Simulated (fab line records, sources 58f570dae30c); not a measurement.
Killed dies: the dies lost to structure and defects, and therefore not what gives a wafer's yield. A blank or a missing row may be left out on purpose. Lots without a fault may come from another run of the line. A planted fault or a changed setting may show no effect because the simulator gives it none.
Code-filled problem report in 8D (eight disciplines) form + flow berkeley-cmos170 + the parts of the form that need people (team, actions taken, sign-off) are left out

== 1. THE PROBLEM ==
strip-time-to-endpoint-s at UCB170_ZERO_STRIP_07 reads a mean of 21.07 s on 6 wafers of 2 lots; wafers without a fault read 21.48 s with a standard deviation of 0.059. That puts it -6.9 standard deviations away from the usual mean.
The step: strips in O2.
Earliest sighting: wafer L868.1 on plasma-asher-04 at day 5 13:41. Wafers with a number at this step in the record: 42, from 14 lots. The rule behind "out" and "out of limits": a value lying over 4 standard deviations away from the usual mean. The other wafers with a number count as sound.

== 2. WHAT IT IS AND WHAT IT IS NOT ==
| question                    | is                       | is not                                                                          |
|-----------------------------|--------------------------|---------------------------------------------------------------------------------|
| which readings at this step | strip-time-to-endpoint-s | drypump-motor-current-A                                                         |
| which lots                  | L868, L870               | L851, L852, L853, L855, L856, L859, L861, L864, L865, L872, L873, L874          |
| which wafers of those lots  | all that have a number   | -                                                                               |
| read on which tools         | plasma-asher-04          | plasma-asher-01, plasma-asher-03                                                |
| when                        | from day 5 13:41         | up to then (27 sound wafers); but 9 sound wafers of L872, L873, L874 came after |

== 3. THE SUSPECTS, EACH WITH WHAT RULES IT OUT ==
Counting: a tool at a process step up to the reading stays a suspect if it ran every lot that is out and no sound lot after the first of them.
- litho-track-04 at UCB170_ZERO_COAT_01 (resist thk 900 nm): kept. Every lot that is out went through it, starting with L868 (day 5 12:23), and after that it ran no sound lot; the last sound lot it ran before then is L864 (day 4 16:01).
- plasma-asher-04 at UCB170_ZERO_STRIP_07 (strips in O2): ruled out as a lasting fault. The sound lots L874 went through it after L868, its earliest lot that is out (day 5 13:41).
Remaining after the count: litho-track-04 at UCB170_ZERO_COAT_01.

== 4. THE CAUSE (what the simulator had put in) ==
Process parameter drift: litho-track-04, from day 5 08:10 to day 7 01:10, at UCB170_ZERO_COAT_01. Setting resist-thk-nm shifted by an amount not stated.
The count eliminated every tool but this one.

== 5. THE EFFECT CHAIN, in route order ==
Each row: a reading where the mean over the struck wafers with a number is more than 3 standard deviations away from the usual. Readings are gone through only where the record gives a usual standard deviation; hours: the median, over the lots, of the time from a lot's start at the first step in this table giving one to that lot's start at this step; sigmas: the change measured in usual standard deviations.
| hours | step                 | reading                  | usual   | on struck wafers | change | sigmas |
|-------|----------------------|--------------------------|---------|------------------|--------|--------|
| 0     | UCB170_ZERO_STRIP_07 | strip-time-to-endpoint-s | 21.48 s | 21.07            | -0.41  | -6.9   |
Its process steps:
- UCB170_ZERO_STRIP_07: strips in O2.
Later steps that measure or inspect, where all struck wafers having a row at the step show a number for every such reading and not one has moved that far: UCB170_PWELL_THK_MEAS_06.

== 6. WHAT WOULD HAVE CAUGHT IT SOONER ==
The fault began at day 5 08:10; the first out-of-limits reading in this record came at day 5 13:41, 6 hours later.
No tool reading at UCB170_ZERO_COAT_01 that has a usual standard deviation in the record was out on any struck wafer, so an alarm limit of 4 standard deviations on those readings would not have fired.
L870, from the lots that are out (2), started UCB170_ZERO_COAT_01 on litho-track-04 later than day 5 13:41. A tool hold placed at that time would have kept it from harm.
